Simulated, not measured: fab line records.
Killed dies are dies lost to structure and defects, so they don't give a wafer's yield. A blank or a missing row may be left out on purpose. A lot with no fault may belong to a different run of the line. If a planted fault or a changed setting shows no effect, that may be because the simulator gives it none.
Split-lot trial ; flow berkeley_cmos170 ; 23 wafers read from 5 lots, route of 331 steps

## THE SPLIT
At UCB170_NWELL_ETCH_13 (etches Si3N4 in CH3F/Ar/O2, stops on SiO2, target depth 246.4 nm, time 154 s), the setting time_s was moved away from the recipe's 154 s on 5 of the 23 wafers read, by -6.6% to +3.8%. The other wafers ran this setting at the recipe's value.

The reading comes from the split's own step.

## THE READING
KrF_of_NWELL_COAT_07.thk_nm (the simulator's own value, which no gauge read), in nm, at UCB170_NWELL_ETCH_13 (etches Si3N4 in CH3F/Ar/O2, stops on SiO2, target depth 246.4 nm, time 154 s). There is no usual value for it anywhere in the file. The 18 wafers here that ran the recipe average 718.2 nm, standard deviation 2.6 nm.

wafer;tool, chamber at the split;time_s as run, s;against the recipe;KrF_of_NWELL_COAT_07.thk_nm, nm;against lot-mates on the recipe
L074.2;rie_diel-02, 0;159.8;+3.8%;715.6;-4.7
L074.3;rie_diel-02, 3;154;recipe;720.3;-
L074.4;rie_diel-02, 0;159.8;+3.8%;711.2;-9.1
L074.5;rie_diel-02, 3;154;recipe;721.3;-
L074.6;rie_diel-02, 2;154;recipe;719.3;-
L078.1;rie_diel-02, 1;154;recipe;720.1;-
L078.3;rie_diel-02, 3;154;recipe;720.9;-
L078.4;rie_diel-02, 0;154;recipe;718.4;-
L078.5;rie_diel-02, 2;154;recipe;718.1;-
L078.6;rie_diel-02, 1;154;recipe;720.3;-
L081.1;rie_diel-02, 1;154;recipe;719.2;-
L081.3;rie_diel-02, 2;154;recipe;720.7;-
L081.4;rie_diel-02, 3;154;recipe;721.7;-
L084.1;rie_diel-03, 2;154;recipe;715.2;-
L084.2;rie_diel-03, 0;154;recipe;714.3;-
L084.3;rie_diel-03, 3;154;recipe;715.6;-
L084.5;rie_diel-03, 1;154;recipe;714.3;-
L084.6;rie_diel-03, 2;154;recipe;713.2;-
L085.1;rie_diel-03, 0;143.9;-6.6%;726.6;+9.5
L085.3;rie_diel-03, 3;143.9;-6.6%;728.2;+11.1
L085.4;rie_diel-03, 2;154;recipe;716.8;-
L085.5;rie_diel-03, 2;154;recipe;717.5;-
L085.6;rie_diel-03, 3;143.9;-6.6%;729.4;+12.2

FIT RESULTS
A straight line over all 23 wafers: KrF_of_NWELL_COAT_07.thk_nm changes by -1.46 nm for each +1% of time_s; r = -0.84; the points scatter about the line by 2.6 nm.
The same after taking each lot's own level away (the mean of its wafers on the recipe; 23 wafers): -1.7 nm for each +1%; r = -0.97; scatter 1.2 nm.
The reading moves by 11 nm for the largest change in time_s, on that fit.
The span of the lots' own levels, 714.52 to 720.53 nm, comes to 2.3 times the standard deviation stated above.
Hence the slope depends on the lot-to-lot level, as the two fits are not the same.
Check: +11.7 nm against its lot-mates is what the line predicts for one of the wafers moved furthest among these (-6.6%) when that wafer is left out of the fit. It came out at +9.45 nm against them.

## OTHER SPLITS APPLIED TO THESE WAFERS
Before the reading, these wafers also passed through other splits. Each is held against what the fit with the lots' levels taken away leaves over:
other split on the same wafers;wafers away from the commonest value;r with KrF_of_NWELL_COAT_07.thk_nm (lot level and that fit taken away)
UCB170_NWELL_PEB_10 peb_temp_c;7;-0.09

## THE WHOLE CHAIN: every reading that the file lists as answering this split, in the file's order
step;what it does;reading;change (the file's fit);r (the file's)
UCB170_NWELL_ETCH_13;etches Si3N4 in CH3F/Ar/O2, stops on SiO2, target depth 246.4 nm, time 154 s;KrF_of_NWELL_COAT_07.thk_nm (the simulator's own value, which no gauge read);-1.7 nm for each +1% of the setting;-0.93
UCB170_NWELL_STRIP_15;strips in O2;strip_time_to_endpoint_s;withheld for each +1% of the setting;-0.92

## THE FILE'S OWN FIT
KrF_of_NWELL_COAT_07.thk_nm changes by -1.7 nm for each +1% of time_s, r = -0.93.
